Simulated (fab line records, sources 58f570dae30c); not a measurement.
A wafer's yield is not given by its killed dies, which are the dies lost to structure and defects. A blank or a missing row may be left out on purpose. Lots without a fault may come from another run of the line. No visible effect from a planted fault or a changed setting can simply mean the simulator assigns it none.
Which tool is to blame? :: flow berkeleyCmos170 :: 42 wafers from 14 lots sampled at 3 of the route's 331 steps

WHAT THE GAUGES READ, wafer by wafer
UCB170_NLDD_CD_MEAS_06: target cd 1200 nm.
lot: L725
measured: day 7 15:07
on: cdSem-02
cdNm (nm): 1199.2 1200.0 1199.2

lot: L726
measured: day 7 14:27
on: cdSem-02
cdNm (nm): 1197.4 1199.4 1198.2

lot: L728
measured: day 7 15:35
on: cdSem-02
cdNm (nm): 1202.0 1200.4 1202.0

lot: L729
measured: day 9 08:04
on: cdSem-02
cdNm (nm): 1202.2 1202.2 1202.1

lot: L730
measured: day 9 07:31
on: cdSem-01
cdNm (nm): 1200.9 1199.6 1200.1

lot: L732
measured: day 9 07:57
on: cdSem-01
cdNm (nm): 1200.4 1201.3 1200.9

lot: L734
measured: day 9 17:22
on: cdSem-02
cdNm (nm): 1199.7 1197.7 1198.0

lot: L735
measured: day 10 00:04
on: cdSem-01
cdNm (nm): 1200.3 1200.3 1199.7

lot: L738
measured: day 10 14:24
on: cdSem-01
cdNm (nm): 1198.3 1199.0 1198.4

lot: L741
measured: day 11 07:40
on: cdSem-01
cdNm (nm): 1200.0 1200.5 1198.5

lot: L742
measured: day 11 14:54
on: cdSem-02
cdNm (nm): 1199.3 1199.7 1200.9

lot: L747
measured: day 12 03:02
on: cdSem-01
cdNm (nm): 1197.1 1197.5 1197.0

lot: L748
measured: day 12 04:19
on: cdSem-01
cdNm (nm): 1202.0 1201.4 1200.8

lot: L745
measured: day 12 03:29
on: cdSem-01
cdNm (nm): 1201.8 1199.7 1201.5

WHICH TOOL RAN EACH LOT (tool, then ch and the chambers of the sampled wafers, then the start)
lot: L725
UCB170_ACTIVE_ETCH_15: rieDiel-03 ch 1,2,3, day 4 21:47
UCB170_GATE_COAT_06: lithoTrack-01 ch 0, day 7 09:14

lot: L726
UCB170_ACTIVE_ETCH_15: rieDiel-03 ch 0,1, day 5 09:52
UCB170_GATE_COAT_06: lithoTrack-02 ch 0, day 7 09:07

lot: L728
UCB170_ACTIVE_ETCH_15: rieDiel-01 ch 0,1,3, day 5 10:07
UCB170_GATE_COAT_06: lithoTrack-03 ch 0, day 7 09:34

lot: L729
UCB170_ACTIVE_ETCH_15: rieDiel-04 ch 1,3, day 6 14:26
UCB170_GATE_COAT_06: lithoTrack-02 ch 0, day 9 00:26

lot: L730
UCB170_ACTIVE_ETCH_15: rieDiel-01 ch 1,2,3, day 6 14:37
UCB170_GATE_COAT_06: lithoTrack-01 ch 0, day 9 00:04

lot: L732
UCB170_ACTIVE_ETCH_15: rieDiel-03 ch 0,3, day 6 14:48
UCB170_GATE_COAT_06: lithoTrack-03 ch 0, day 9 00:16

lot: L734
UCB170_ACTIVE_ETCH_15: rieDiel-03 ch 0,1,3, day 6 23:19
UCB170_GATE_COAT_06: lithoTrack-01 ch 0, day 9 10:47

lot: L735
UCB170_ACTIVE_ETCH_15: rieDiel-01 ch 0,1,3, day 7 06:28
UCB170_GATE_COAT_06: lithoTrack-02 ch 0, day 9 19:26

lot: L738
UCB170_ACTIVE_ETCH_15: rieDiel-01 ch 0,2,3, day 7 17:25
UCB170_GATE_COAT_06: lithoTrack-01 ch 0, day 10 09:41

lot: L741
UCB170_ACTIVE_ETCH_15: rieDiel-01 ch 0,3, day 8 08:58
UCB170_GATE_COAT_06: lithoTrack-01 ch 0, day 10 22:04

lot: L742
UCB170_ACTIVE_ETCH_15: rieDiel-01 ch 1,2, day 8 18:17
UCB170_GATE_COAT_06: lithoTrack-03 ch 0, day 11 04:24

lot: L747
UCB170_ACTIVE_ETCH_15: rieDiel-03 ch 0,1,2, day 9 11:38
UCB170_GATE_COAT_06: lithoTrack-02 ch 0, day 11 21:16

lot: L748
UCB170_ACTIVE_ETCH_15: rieDiel-01 ch 0,1,2, day 9 12:10
UCB170_GATE_COAT_06: lithoTrack-02 ch 0, day 11 21:43

lot: L745
UCB170_ACTIVE_ETCH_15: rieDiel-03 ch 0,2,3, day 9 12:11
UCB170_GATE_COAT_06: lithoTrack-03 ch 0, day 11 21:22
- UCB170_ACTIVE_ETCH_15: etches Si3N4 in CH3F/Ar/O2, stops on SiO2, target depth 242 nm, time 151 s.
- UCB170_GATE_COAT_06

WHAT THE TOOLS THEMSELVES READ (means of the sampled wafers that have a number; where no wafer has one, the mark that the record gives instead)
UCB170_ACTIVE_ETCH_15.
lot: L725
tool: rieDiel-03
drypumpMotorCurrentA (A): 5.6
oesProductAu (a.u.): 0.948
throttleValvePct (%): 8.09

lot: L726
tool: rieDiel-03
drypumpMotorCurrentA (A): 6.4
oesProductAu (a.u.): 0.945
throttleValvePct (%): 8.14

lot: L728
tool: rieDiel-01
drypumpMotorCurrentA (A): 5.4
oesProductAu (a.u.): 0.944
throttleValvePct (%): 8.06

lot: L729
tool: rieDiel-04
drypumpMotorCurrentA (A): 5.3
oesProductAu (a.u.): 0.955
throttleValvePct (%): 8.00

lot: L730
tool: rieDiel-01
drypumpMotorCurrentA (A): 5.6
oesProductAu (a.u.): 0.947
throttleValvePct (%): 8.06

lot: L732
tool: rieDiel-03
drypumpMotorCurrentA (A): 5.6
oesProductAu (a.u.): 0.954
throttleValvePct (%): 8.10

lot: L734
tool: rieDiel-03
drypumpMotorCurrentA (A): 5.9
oesProductAu (a.u.): 0.952
throttleValvePct (%): 8.12

lot: L735
tool: rieDiel-01
drypumpMotorCurrentA (A): 5.4
oesProductAu (a.u.): 0.955
throttleValvePct (%): 8.06

lot: L738
tool: rieDiel-01
drypumpMotorCurrentA (A): 5.6
oesProductAu (a.u.): 0.952
throttleValvePct (%): 8.07

lot: L741
tool: rieDiel-01
drypumpMotorCurrentA (A): 5.6
oesProductAu (a.u.): 0.970
throttleValvePct (%): 8.13

lot: L742
tool: rieDiel-01
drypumpMotorCurrentA (A): 5.7
oesProductAu (a.u.): 0.948
throttleValvePct (%): 8.01

lot: L747
tool: rieDiel-03
drypumpMotorCurrentA (A): 6.2
oesProductAu (a.u.): 0.933
throttleValvePct (%): 8.10

lot: L748
tool: rieDiel-01
drypumpMotorCurrentA (A): 5.5
oesProductAu (a.u.): 0.931
throttleValvePct (%): 7.99

lot: L745
tool: rieDiel-03
drypumpMotorCurrentA (A): 5.9
oesProductAu (a.u.): 0.952
throttleValvePct (%): 8.07

UCB170_GATE_COAT_06.
lot: L725
tool: lithoTrack-01
spinSpeedRpm (rpm): 2999.5

lot: L726
tool: lithoTrack-02
spinSpeedRpm (rpm): 3001.7

lot: L728
tool: lithoTrack-03
spinSpeedRpm (rpm): 3001.4

lot: L729
tool: lithoTrack-02
spinSpeedRpm (rpm): 3000.9

lot: L730
tool: lithoTrack-01
spinSpeedRpm (rpm): 2998.6

lot: L732
tool: lithoTrack-03
spinSpeedRpm (rpm): 2998.9

lot: L734
tool: lithoTrack-01
spinSpeedRpm (rpm): 2998.3

lot: L735
tool: lithoTrack-02
spinSpeedRpm (rpm): 2999.3

lot: L738
tool: lithoTrack-01
spinSpeedRpm (rpm): 2934.7

lot: L741
tool: lithoTrack-01
spinSpeedRpm (rpm): 2937.7

lot: L742
tool: lithoTrack-03
spinSpeedRpm (rpm): 2999.4

lot: L747
tool: lithoTrack-02
spinSpeedRpm (rpm): 3002.0

lot: L748
tool: lithoTrack-02
spinSpeedRpm (rpm): 2999.6

lot: L745
tool: lithoTrack-03
spinSpeedRpm (rpm): 3000.3

THE ANSWER, worked out from the rows above alone
Rule: the lots themselves supply what counts as usual. Put in order of their means at a reading, lots are off if they are a third of the lots or fewer, leave a main group of 4 or more, and stand apart from it by a gap of 3 or more times the standard deviation of the main group's means; of several such gaps the widest counts. The tables above print the reading to a certain number of digits; a main group whose means all agree to those digits is not used. Also off: a lot with no number at a reading for which 4 or more lots have one. The other lots that the step has rows for count as sound. First the gauges in route order, then the tools' own readings, where a lot's mean is used as printed above. The first step at which some lot is off is used, and at that step the reading that is off furthest; a lot without a number counts as furthest.
Off: L738, L741 (UCB170_GATE_COAT_06, spinSpeedRpm). The main group: mean 3000.0 rpm, standard deviation 1.2.
If a tool, at that step or one of the process steps before it, ran each lot that is off and ran no sound lot following the first of them, it fits. One fits: lithoTrack-01 at UCB170_GATE_COAT_06. Its last sound lot is L734 (day 9 10:47), its first lot that is off L738 (day 10 09:41): a fault that began between those two fits.
On the lots that are off, the tool's own readings at UCB170_GATE_COAT_06 differ by more than 5 times the standard deviation of the sound lots' means, which bears it out; spinSpeedRpm reads 2936.2 rpm there versus 3000.0 rpm on the sound lots.

WHAT THE SIMULATOR PUT IN
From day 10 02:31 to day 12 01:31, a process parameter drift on lithoTrack-01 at UCB170_GATE_COAT_06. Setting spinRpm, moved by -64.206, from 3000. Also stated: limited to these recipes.
Lots struck among those shown: L738, L741. The rule above found the same.
